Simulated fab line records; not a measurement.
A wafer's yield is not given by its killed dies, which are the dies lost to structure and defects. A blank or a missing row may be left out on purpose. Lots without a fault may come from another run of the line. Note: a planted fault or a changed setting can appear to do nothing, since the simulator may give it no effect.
fab line records | flow berkeleyCmos170
[record] lots = 14 | wafers = 42 | lastDay = 13
route steps=331 shown WELLDRIVE@56 V1@257 V2@294 M3@310
lots that met no fault: from a run of the same line without faults
startH: the number of hours between the record's first day and the start of the first shown wafer of the lot | waitH: time in hours since the lot's previous step | " identical to the entry in the row above | L1.1+2: one row covering several wafers at once | - value missing, or start not given | * or withheld: withheld | < > ~ a bound
route shown NAME@n: names a module that has steps shown in the file, with the first one's number in the route | usual: mean/standard deviation of fault-free wafers | same: alike in all rows | chamber/n: place in a boat | sites: per-site readings | _std_site: standard deviation of those values | _edge_site: inner sites' mean taken away from outer sites' mean | radiusMm: for every site, how far away it sits from the centre of the wafer | mask NAME#n: copy n | behind: the tool/chamber that last shaped the wafer | hold: why the lot went on hold/how many hours it stayed there/how the hold came to an end | device: names the non-switching transistor (n, p or np) | end of line: tests of these same wafers at the route's end | a step with no rows: only its recipe | killed: count of dies lost to structure and defects at first sort (not the wafer's yield) | map: a wafer's dies, marking killed ones x, the rest . and places with no die _
set.NAME: the setting the step ran with; set.NAME@STEP: the setting that earlier step ran with | model.NAME: the simulator's own value behind a step, which no gauge read
route steps across a sampled set of lots; one table per step, one row per wafer
services: the hour from which a tool's chamber was out of use, counted from the record's first day as startH (under 0 if before that day), plus the number of hours and why
[[steps]]
[step UCB170_WELLDRIVE_OXIDATION_01]
[recipe] tempC = 1100 | ambient = O2 | targetThkA = 1990 | oxTimeS = 9000
[usual] oxTempCMax = 1104.8/1.3 | tube_center_temp_C_max = 1102.8/0.48
lot.wafer | tool       | chamber | startH | waitH | oxTempCMax | tube_center_temp_C_max
L436.1    | furnace-04 | 0       | 78.67  | 5.2   | 1103.8     | 1103.3
L436.3    | "          | 0       | "      | "     | 1103.7     | 1102.3
L436.4    | "          | 0       | "      | "     | 1104.4     | 1102.2
L437.1    | furnace-04 | 0       | 78.67  | 5.2   | 1105.1     | 1102.9
L437.2    | "          | 0       | "      | "     | 1104.5     | 1102.6
L437.6    | "          | 0       | "      | "     | 1106.0     | 1103.0
L439.3    | furnace-02 | 0       | 87.29  | 6.1   | 1103.1     | 1102.7
L439.5    | "          | 0       | "      | "     | 1106.7     | 1102.7
L439.6    | "          | 0       | "      | "     | 1103.2     | 1103.4
L440.1    | furnace-01 | 0       | 97.69  | 2.8   | 1108.8     | 1102.9
L440.2    | "          | 0       | "      | "     | 1106.1     | 1103.7
L440.6    | "          | 0       | "      | "     | 1107.2     | 1102.8
L442.2    | furnace-04 | 0       | 105.96 | 4.0   | 1104.1     | 1102.4
L442.5    | "          | 0       | "      | "     | 1105.6     | 1103.3
L442.6    | "          | 0       | "      | "     | 1105.2     | 1102.5
L443.1    | furnace-02 | 0       | 110.35 | 4.2   | 1102.8     | 1102.6
L443.3    | "          | 0       | "      | "     | 1103.1     | 1103.0
L443.6    | "          | 0       | "      | "     | 1102.8     | 1102.2
L445.2    | furnace-02 | 0       | 120.70 | 6.2   | 1104.9     | 1102.2
L445.3    | "          | 0       | "      | "     | 1104.3     | 1102.2
L445.4    | "          | 0       | "      | "     | 1104.2     | 1102.4
L447.2    | furnace-04 | 0       | 130.78 | 4.5   | 1104.8     | 1102.6
L447.5    | "          | 0       | "      | "     | 1105.3     | 1103.8
L447.6    | "          | 0       | "      | "     | 1106.4     | 1102.7
L448.2    | furnace-04 | 0       | 137.20 | 3.1   | 1104.8     | 1102.7
L448.4    | "          | 0       | "      | "     | 1104.8     | 1103.5
L448.5    | "          | 0       | "      | "     | 1105.1     | 1103.6
L450.1    | furnace-02 | 0       | 146.35 | 5.0   | 1105.6     | 1102.4
L450.3    | "          | 0       | "      | "     | 1104.3     | 1103.4
L450.5    | "          | 0       | "      | "     | 1104.7     | 1102.6
L454.2    | furnace-04 | 0       | 169.97 | 3.0   | 1104.8     | 1102.4
L454.3    | "          | 0       | "      | "     | 1105.0     | 1102.9
L454.4    | "          | 0       | "      | "     | 1104.8     | 1103.2
L455.3    | furnace-04 | 0       | 169.97 | 3.0   | 1104.7     | 1102.9
L455.5    | "          | 0       | "      | "     | 1104.6     | 1103.1
L455.6    | "          | 0       | "      | "     | 1104.1     | 1102.3
L457.1    | furnace-02 | 0       | 182.31 | 4.5   | 1104.5     | 1102.9
L457.4    | "          | 0       | "      | "     | 1104.4     | 1102.2
L457.6    | "          | 0       | "      | "     | 1103.3     | 1102.9
L458.1    | furnace-02 | 0       | 182.31 | 4.8   | 1104.7     | 1102.6
L458.2    | "          | 0       | "      | "     | 1103.7     | 1102.3
L458.5    | "          | 0       | "      | "     | 1104.2     | 1102.8
[step UCB170_WELLDRIVE_THK_MEAS_02]
[recipe] reads = SiO2_of_WELLDRIVE_OXIDATION_01
[usual] WELLDRIVE_OXIDE_THK = 197/4
lot.wafer | tool         | chamber | startH | waitH | WELLDRIVE_OXIDE_THK[nm]
L437.1    | filmMetro-03 | -       | 82.24  | 0.1   | 193
L437.2    | "            | -       | "      | "     | 195
L437.6    | "            | -       | "      | "     | 196
L436.1    | filmMetro-03 | -       | 82.30  | 0.1   | 199
L436.3    | "            | -       | "      | "     | 198
L436.4    | "            | -       | "      | "     | 200
L439.3    | filmMetro-03 | -       | 90.81  | 0.0   | 194
L439.5    | "            | -       | "      | "     | 193
L439.6    | "            | -       | "      | "     | 197
L440.1    | filmMetro-03 | -       | 101.19 | 0.0   | 189
L440.2    | "            | -       | "      | "     | 194
L440.6    | "            | -       | "      | "     | 193
L442.2    | filmMetro-03 | -       | 109.50 | 0.0   | 195
L442.5    | "            | -       | "      | "     | 194
L442.6    | "            | -       | "      | "     | 193
L443.1    | filmMetro-02 | -       | 113.85 | 0.0   | 198
L443.3    | "            | -       | "      | "     | 202
L443.6    | "            | -       | "      | "     | 201
L445.2    | filmMetro-02 | -       | 124.27 | 0.1   | 198
L445.3    | "            | -       | "      | "     | 201
L445.4    | "            | -       | "      | "     | 199
L447.2    | filmMetro-03 | -       | 134.30 | 0.0   | 198
L447.5    | "            | -       | "      | "     | 196
L447.6    | "            | -       | "      | "     | 197
L448.2    | filmMetro-02 | -       | 140.71 | 0.0   | 199
L448.4    | "            | -       | "      | "     | 199
L448.5    | "            | -       | "      | "     | 199
L450.1    | filmMetro-02 | -       | 149.85 | 0.0   | 198
L450.3    | "            | -       | "      | "     | 202
L450.5    | "            | -       | "      | "     | 200
L454.2    | filmMetro-03 | -       | 173.48 | 0.0   | 144
L454.3    | "            | -       | "      | "     | 145
L454.4    | "            | -       | "      | "     | 146
L455.3    | filmMetro-01 | -       | 173.49 | 0.0   | 151
L455.5    | "            | -       | "      | "     | 151
L455.6    | "            | -       | "      | "     | 148
L457.1    | filmMetro-02 | -       | 185.81 | 0.0   | 203
L457.4    | "            | -       | "      | "     | 198
L457.6    | "            | -       | "      | "     | 202
L458.1    | filmMetro-03 | -       | 185.81 | 0.0   | 198
L458.2    | "            | -       | "      | "     | 198
L458.5    | "            | -       | "      | "     | 200
[step UCB170_V1_BOW_MEAS_03]
[recipe] mode = bow
[usual] V1_BOW = 17/6.4
lot.wafer | tool         | chamber | startH | waitH | V1_BOW[um]
L436.1    | filmMetro-04 | -       | 201.31 | 0.1   | 16
L436.3    | "            | -       | "      | "     | 16
L436.4    | "            | -       | "      | "     | 18
L437.1    | filmMetro-02 | -       | 202.64 | 0.2   | 19
L437.2    | "            | -       | "      | "     | 27
L437.6    | "            | -       | "      | "     | 26
L439.3    | filmMetro-04 | -       | 202.68 | 0.1   | 13
L439.5    | "            | -       | "      | "     | 17
L439.6    | "            | -       | "      | "     | 22
L440.1    | filmMetro-02 | -       | 211.69 | 0.1   | 12
L440.2    | "            | -       | "      | "     | 17
L440.6    | "            | -       | "      | "     | 21
L442.2    | filmMetro-01 | -       | 222.48 | 0.2   | 11
L442.5    | "            | -       | "      | "     | 14
L442.6    | "            | -       | "      | "     | 5
L443.1    | filmMetro-02 | -       | 223.79 | 0.1   | 6
L443.3    | "            | -       | "      | "     | 14
L443.6    | "            | -       | "      | "     | 15
L445.2    | filmMetro-04 | -       | 233.17 | 0.2   | 6
L445.3    | "            | -       | "      | "     | 19
L445.4    | "            | -       | "      | "     | 15
L447.2    | filmMetro-02 | -       | 240.56 | 0.2   | 21
L447.5    | "            | -       | "      | "     | 14
L447.6    | "            | -       | "      | "     | 6
L448.2    | filmMetro-04 | -       | 252.63 | 0.2   | 4
L448.4    | "            | -       | "      | "     | 23
L448.5    | "            | -       | "      | "     | 22
L450.1    | filmMetro-02 | -       | 255.28 | 0.2   | 31
L450.3    | "            | -       | "      | "     | 21
L450.5    | "            | -       | "      | "     | 12
L455.3    | filmMetro-04 | -       | 282.46 | 0.2   | 11
L455.5    | "            | -       | "      | "     | 5
L455.6    | "            | -       | "      | "     | 15
L454.2    | filmMetro-01 | -       | 283.77 | 0.1   | 24
L454.3    | "            | -       | "      | "     | 15
L454.4    | "            | -       | "      | "     | 20
L458.1    | filmMetro-04 | -       | 290.37 | 0.3   | 14
L458.2    | "            | -       | "      | "     | 14
L458.5    | "            | -       | "      | "     | 15
L457.1    | filmMetro-04 | -       | 291.65 | 0.1   | 13
L457.4    | "            | -       | "      | "     | 20
L457.6    | "            | -       | "      | "     | 14
[step UCB170_V2_CMP_02]
[recipe] material = SiO2 | downForcePsi = 6 | platenRpm = 60 | padVelocityMS = 0.75398
[usual] motorCurrentA = 15.4/1.5
lot.wafer | tool   | chamber | startH | waitH | motorCurrentA
L436.1    | cmp-02 | 2       | 206.77 | 0.1   | 17.0
L436.4    | "      | 0       | "      | "     | 13.8
L436.3    | "      | 1       | "      | "     | 16.9
L439.3    | cmp-01 | 2       | 208.57 | 0.0   | 14.7
L439.6    | "      | 2       | "      | "     | 15.7
L439.5    | "      | 3       | "      | "     | 14.7
L437.2    | cmp-02 | 2       | 209.01 | 0.0   | 15.8
L437.1    | "      | 0       | "      | "     | 13.6
L437.6    | "      | 2       | "      | "     | 16.8
L440.1    | cmp-01 | 0       | 217.11 | 0.1   | 16.6
L440.2    | "      | 2       | "      | "     | 15.7
L440.6    | "      | 0       | "      | "     | 17.8
L442.2    | cmp-02 | 2       | 229.18 | 0.2   | 17.9
L442.5    | "      | 3       | "      | "     | 13.2
L442.6    | "      | 0       | "      | "     | 14.1
L443.3    | cmp-02 | 2       | 232.60 | 0.1   | 16.8
L443.1    | "      | 3       | "      | "     | 12.7
L443.6    | "      | 2       | "      | "     | 17.3
L445.2    | cmp-01 | 2       | 240.95 | 0.0   | 15.2
L445.4    | "      | 3       | "      | "     | 15.6
L445.3    | "      | 0       | "      | "     | 17.4
L447.2    | cmp-01 | 0       | 245.75 | 0.2   | 17.1
L447.5    | "      | 1       | "      | "     | 16.4
L447.6    | "      | 2       | "      | "     | 15.2
L448.4    | cmp-02 | 2       | 257.51 | 0.0   | 16.9
L448.2    | "      | 3       | "      | "     | 13.2
L448.5    | "      | 3       | "      | "     | 12.8
L450.3    | cmp-02 | 3       | 261.66 | 0.3   | 12.9
L450.1    | "      | 1       | "      | "     | 16.2
L450.5    | "      | 2       | "      | "     | 16.6
L455.3    | cmp-02 | 2       | 287.32 | 0.1   | 18.0
L455.6    | "      | 0       | "      | "     | 14.3
L455.5    | "      | 1       | "      | "     | 16.6
L454.3    | cmp-01 | 2       | 289.99 | 0.0   | 14.6
L454.4    | "      | 3       | "      | "     | 15.2
L454.2    | "      | 1       | "      | "     | 15.9
L458.2    | cmp-01 | 2       | 297.12 | 0.0   | 15.7
L458.1    | "      | 3       | "      | "     | 15.1
L458.5    | "      | 3       | "      | "     | 15.0
L457.4    | cmp-02 | 0       | 298.38 | 0.0   | 13.6
L457.1    | "      | 3       | "      | "     | 13.1
L457.6    | "      | 0       | "      | "     | 13.4
[step UCB170_M3_SPUTTER_01]
[recipe] material = Al | targetThkNm = 900 | timeS = 120 | powerW = 6000 | chamberPressurePa = 0.5
[usual] throttleValvePct = 30.1/1.1
lot.wafer | tool          | chamber | startH | waitH | throttleValvePct
L436.1    | pvdSputter-03 | -       | 209.24 | 0.0   | 30.1
L436.3    | "             | -       | "      | "     | 29.6
L436.4    | "             | -       | "      | "     | 29.1
L439.3    | pvdSputter-01 | -       | 211.02 | 0.0   | 30.3
L439.5    | "             | -       | "      | "     | 31.1
L439.6    | "             | -       | "      | "     | 30.3
L437.1    | pvdSputter-04 | -       | 211.65 | 0.0   | 29.8
L437.2    | "             | -       | "      | "     | 28.1
L437.6    | "             | -       | "      | "     | 31.8
L440.1    | pvdSputter-03 | -       | 219.18 | 0.0   | 29.1
L440.2    | "             | -       | "      | "     | 30.0
L440.6    | "             | -       | "      | "     | 29.8
L442.2    | pvdSputter-01 | -       | 232.63 | 0.0   | 31.3
L442.5    | "             | -       | "      | "     | 30.7
L442.6    | "             | -       | "      | "     | 30.1
L443.1    | pvdSputter-04 | -       | 234.67 | 0.0   | 27.9
L443.3    | "             | -       | "      | "     | 31.7
L443.6    | "             | -       | "      | "     | 30.0
L445.2    | pvdSputter-04 | -       | 243.40 | 0.0   | 31.5
L445.3    | "             | -       | "      | "     | 31.3
L445.4    | "             | -       | "      | "     | 28.0
L447.2    | pvdSputter-03 | -       | 248.06 | 0.0   | 28.7
L447.5    | "             | -       | "      | "     | 29.1
L447.6    | "             | -       | "      | "     | 30.1
L448.2    | pvdSputter-04 | -       | 259.75 | 0.0   | 27.9
L448.4    | "             | -       | "      | "     | 31.2
L448.5    | "             | -       | "      | "     | 31.6
L450.1    | pvdSputter-04 | -       | 264.23 | 0.0   | 31.5
L450.3    | "             | -       | "      | "     | 29.9
L450.5    | "             | -       | "      | "     | 31.6
L455.3    | pvdSputter-04 | -       | 289.50 | 0.0   | 29.7
L455.5    | "             | -       | "      | "     | 28.3
L455.6    | "             | -       | "      | "     | 30.9
L454.2    | pvdSputter-03 | -       | 292.18 | 0.0   | 29.5
L454.3    | "             | -       | "      | "     | 29.3
L454.4    | "             | -       | "      | "     | 30.0
L458.1    | pvdSputter-01 | -       | 299.39 | 0.0   | 30.3
L458.2    | "             | -       | "      | "     | 30.9
L458.5    | "             | -       | "      | "     | 30.7
L457.1    | pvdSputter-04 | -       | 300.62 | 0.0   | 31.1
L457.4    | "             | -       | "      | "     | 31.5
L457.6    | "             | -       | "      | "     | 31.3
[[services]]
tool          | chamber | startH | hours | kind
cmp-01        | -       | 55.65  | 1.7   | repair
cmp-02        | -       | 64.00  | 4.0   | pm
cmp-02        | -       | 68.00  | -     | consumableReplace:conditioner
cmp-02        | -       | 68.00  | -     | consumableReplace:pad
cmp-01        | -       | 72.63  | 6.4   | pm
furnace-01    | -       | 78.09  | 4.0   | pm
pvdSputter-03 | -       | 104.14 | 0.5   | repair
furnace-04    | -       | 113.56 | 4.4   | pm
furnace-02    | -       | 126.89 | 4.3   | pm
furnace-04    | -       | 143.70 | 2.4   | pm
cmp-02        | -       | 162.36 | 1.5   | repair
pvdSputter-04 | -       | 169.79 | 7.0   | repair
cmp-01        | -       | 178.31 | 0.7   | repair
pvdSputter-03 | -       | 180.12 | 13.8  | repair
cmp-02        | -       | 185.02 | 6.0   | pm
pvdSputter-04 | -       | 202.80 | 1.4   | repair
pvdSputter-01 | -       | 208.07 | 1.0   | repair
cmp-01        | -       | 232.00 | 4.0   | pm
pvdSputter-03 | -       | 242.50 | 2.7   | repair
pvdSputter-01 | -       | 243.11 | 1.2   | repair
furnace-01    | -       | 244.86 | 4.7   | pm
cmp-01        | -       | 251.11 | 3.3   | repair
cmp-01        | -       | 257.65 | 1.1   | repair
furnace-02    | -       | 294.75 | 3.1   | pm
[[key]]
[firstSign] step = UCB170_WELLDRIVE_THK_MEAS_02 | reading = WELLDRIVE_OXIDE_THK | direction = down | sigmas = 12 | usual = 197 | struck = 147
effect none on later readings
metAt UCB170_WELLDRIVE_OXIDATION_01
struckLots L454,L455
testerLeftOut L454,L455
notActingAt UCB170_V1_BOW_MEAS_03,UCB170_V2_CMP_02,UCB170_M3_SPUTTER_01
onsetBetween 137.20 169.97
[fault] kind = processParameterDrift | tool = furnace-04 | chamber = - | onsetH = 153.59 | steps = UCB170_WELLDRIVE_OXIDATION_01 | channel = oxTimeS | offset = * | shape = step | endH = 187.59 | actsIn = * | stated = *
// testerLeftOut: of these lots the tester's yield and bins aren't shown, on N5 and GAA mostly nor the transistor test; their killed dies are dies lost to structure and defects alone, not to doping, threshold or leakage, so they don't give the yield
